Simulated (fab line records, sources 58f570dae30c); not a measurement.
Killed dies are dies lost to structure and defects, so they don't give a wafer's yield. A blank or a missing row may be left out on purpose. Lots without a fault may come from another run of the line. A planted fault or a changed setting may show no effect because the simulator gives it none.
Which tool did it? | flow berkeley_cmos170 | 14 lots, 42 wafers sampled, at 5 steps of a route of 331

WHAT THE GAUGES READ, wafer by wafer
UCB170_PFIELD_OVL_MEAS_06. Usual: PFIELD_OVL 1 nm, standard deviation 5.8.
lot  | measured    | on         | PFIELD_OVL (nm) | flag
L365 | day 4 21:44 | overlay-02 | 4 3 7           |
L366 | day 5 16:30 | overlay-01 | 3 5 0           |
L368 | day 5 16:30 | overlay-02 | 3 2 2           |
L367 | day 5 16:34 | overlay-02 | -6 0 -4         |
L370 | day 6 02:56 | overlay-02 | -7 -16 0        |
L371 | day 6 09:48 | overlay-02 | 7 2 8           |
L372 | day 6 10:02 | overlay-02 | 7 3 -4          |
L373 | day 6 17:39 | overlay-02 | -4 1 0          |
L378 | day 7 21:49 | overlay-02 | 2 7 0           |
L379 | day 7 21:54 | overlay-02 | 3 6 0           |
L381 | day 8 13:19 | overlay-02 | 2 -6 1          |
L380 | day 8 15:04 | overlay-02 | -7 -8 -1        |
L383 | day 9 02:46 | overlay-02 | 7 2 1           |
L384 | day 9 02:57 | overlay-01 | -2 0 -4         |

UCB170_FIELD_THK_MEAS_02. Usual: FIELD_OXIDE_THK 555 nm, standard deviation 8.6.
lot  | measured    | on            | FIELD_OXIDE_THK (nm) | flag
L365 | day 5 02:55 | film_metro-02 | 547 543 546          |
L366 | day 6 01:01 | film_metro-01 | 574 558 570          |
L368 | day 6 01:01 | film_metro-04 | 546 548 552          |
L367 | day 6 01:01 | film_metro-02 | 568 563 566          |
L370 | day 6 11:59 | film_metro-04 | 561 570 562          |
L371 | day 6 17:34 | film_metro-04 | 565 561 560          |
L372 | day 6 17:35 | film_metro-01 | 563 557 553          |
L373 | day 7 01:31 | film_metro-01 | 549 551 546          |
L378 | day 8 05:55 | film_metro-04 | 546 556 557          |
L379 | day 8 05:58 | film_metro-04 | 549 551 544          |
L381 | day 8 21:20 | film_metro-01 | 552 550 547          |
L380 | day 8 21:20 | film_metro-02 | 545 553 550          |
L383 | day 9 07:44 | film_metro-02 | 552 554 551          |
L384 | day 9 07:44 | film_metro-04 | 568 553 565          |

UCB170_PVT_OVL_MEAS_06. Usual: PVT_OVL 3 nm, standard deviation 5.1.
lot  | measured     | on         | PVT_OVL (nm) | flag
L365 | day 6 13:26  | overlay-02 | 0 -9 -1      |
L366 | day 7 10:58  | overlay-02 | 5 8 11       |
L368 | day 7 10:50  | overlay-02 | 3 2 -7       |
L367 | day 7 10:34  | overlay-02 | 10 10 7      |
L370 | day 7 21:39  | overlay-02 | -5 8 1       |
L371 | day 8 06:03  | overlay-02 | 7 3 8        |
L372 | day 8 05:59  | overlay-02 | 3 2 -4       |
L373 | day 8 15:31  | overlay-02 | 4 -2 2       |
L378 | day 9 22:37  | overlay-01 | 0 3 -1       |
L379 | day 9 22:53  | overlay-01 | -3 6 2       |
L381 | day 10 08:38 | overlay-02 | 12 -1 6      |
L380 | day 10 08:22 | overlay-02 | 5 4 4        |
L383 | day 10 17:06 | overlay-02 | -6 2 4       |
L384 | day 10 16:52 | overlay-02 | -1 -4 3      |

UCB170_GATE_THK_MEAS_05. Usual: GATE_POLY_THK 217.8 nm, standard deviation 1.7.
lot  | measured     | on            | GATE_POLY_THK (nm) | flag
L365 | day 7 04:26  | film_metro-02 | 219.5 217.7 219.6  |
L366 | day 8 05:56  | film_metro-02 | 219.0 220.3 218.9  |
L368 | day 8 05:53  | film_metro-03 | 219.0 216.0 217.7  |
L367 | day 8 05:53  | film_metro-02 | 217.8 218.7 218.9  |
L370 | day 8 11:31  | film_metro-02 | 214.6 215.6 215.7  |
L371 | day 8 20:56  | film_metro-01 | 218.8 217.5 218.4  |
L372 | day 8 20:58  | film_metro-02 | 213.3 214.8 216.1  |
L373 | day 9 13:38  | film_metro-03 | 215.9 216.9 217.2  |
L378 | day 10 14:56 | film_metro-02 | 204.7 197.0 192.8  | OFF
L379 | day 10 14:56 | film_metro-01 | 186.3 198.8 205.2  | OFF
L381 | day 10 21:57 | film_metro-02 | 217.6 217.4 216.9  |
L380 | day 10 21:57 | film_metro-03 | 215.8 212.9 213.6  |
L383 | day 11 05:41 | film_metro-03 | 218.8 217.2 217.7  |
L384 | day 11 05:41 | film_metro-02 | 218.8 219.0 218.7  |

WHICH TOOL RAN EACH LOT (tool, then ch and the chambers of the sampled wafers, then the start)
lot  | UCB170_GATE_CVD_04
L365 | lpcvd-02 ch 0, day 7 03:01
L366 | lpcvd-02 ch 1, day 8 04:29
L368 | lpcvd-02 ch 1, day 8 04:29
L367 | lpcvd-02 ch 0, day 8 04:29
L370 | lpcvd-02 ch 1, day 8 10:05
L371 | lpcvd-01 ch 0, day 8 19:32
L372 | lpcvd-01 ch 1, day 8 19:32
L373 | lpcvd-02 ch 1, day 9 12:13
L378 | lpcvd-02 ch 0, day 10 13:32
L379 | lpcvd-02 ch 0, day 10 13:32
L381 | lpcvd-01 ch 0, day 10 20:32
L380 | lpcvd-01 ch 0, day 10 20:32
L383 | lpcvd-02 ch 1, day 11 04:17
L384 | lpcvd-02 ch 1, day 11 04:17
- UCB170_GATE_CVD_04: deposits poly-Si from SiH4, time 1440 s, target thk 214 nm.

WHAT THE TOOLS THEMSELVES READ (means of the sampled wafers that have a number; where no wafer has one, the mark that the record gives instead)
UCB170_GATE_CVD_04. Usual: spike_tc_centre_C 612.0 C, standard deviation 1.1; zone_power_centre_pct 24.6 %, standard deviation 1; zone_power_load_pct 11.3 %, standard deviation 0.5.
lot  | tool     | spike_tc_centre_C (C) | zone_power_centre_pct (%) | zone_power_load_pct (%) | flag
L365 | lpcvd-02 | 611.7                 | 23.8                      | 11.8                    |
L366 | lpcvd-02 | 612.5                 | 24.4                      | 11.0                    |
L368 | lpcvd-02 | 612.3                 | 24.4                      | 10.8                    |
L367 | lpcvd-02 | 612.1                 | 23.7                      | 11.7                    |
L370 | lpcvd-02 | 611.8                 | 24.7                      | 10.9                    |
L371 | lpcvd-01 | 612.6                 | 25.7                      | 11.6                    |
L372 | lpcvd-01 | 612.6                 | 28.2                      | 12.5                    | OFF
L373 | lpcvd-02 | 612.2                 | 24.5                      | 10.9                    |
L378 | lpcvd-02 | 592.6                 | 19.2                      | 12.3                    | OFF
L379 | lpcvd-02 | 592.9                 | 19.1                      | 12.4                    | OFF
L381 | lpcvd-01 | 613.2                 | 25.8                      | 11.7                    |
L380 | lpcvd-01 | 613.0                 | 25.7                      | 11.5                    |
L383 | lpcvd-02 | 611.3                 | 24.4                      | 10.9                    |
L384 | lpcvd-02 | 611.4                 | 24.6                      | 10.9                    |

THE ANSWER, worked out from the rows above alone
Rule: a lot is off if the mean of its wafers that have a number lies more than 3 standard deviations from the usual mean. A lot without any number at a reading at which 4 lots or more have one is off too. The other lots that the step has rows for count as sound. The gauges are gone through in route order, then the tools' own readings, and for those a lot's mean is taken as printed above. The first step at which some lot is off is used, and at that step the reading that is off furthest; a lot without a number counts as furthest.
Off: L378, L379, at UCB170_GATE_THK_MEAS_05 (GATE_POLY_THK).
A tool fits if, at a process step before that reading, it ran every lot that is off, and no sound lot after the first of them. The gauges at UCB170_GATE_THK_MEAS_05 aren't tried: what is off there is off at UCB170_GATE_CVD_04 too, on other tools, and a gauge's error can't cause that. None of those tried fits.

WHAT THE SIMULATOR HAD PUT IN
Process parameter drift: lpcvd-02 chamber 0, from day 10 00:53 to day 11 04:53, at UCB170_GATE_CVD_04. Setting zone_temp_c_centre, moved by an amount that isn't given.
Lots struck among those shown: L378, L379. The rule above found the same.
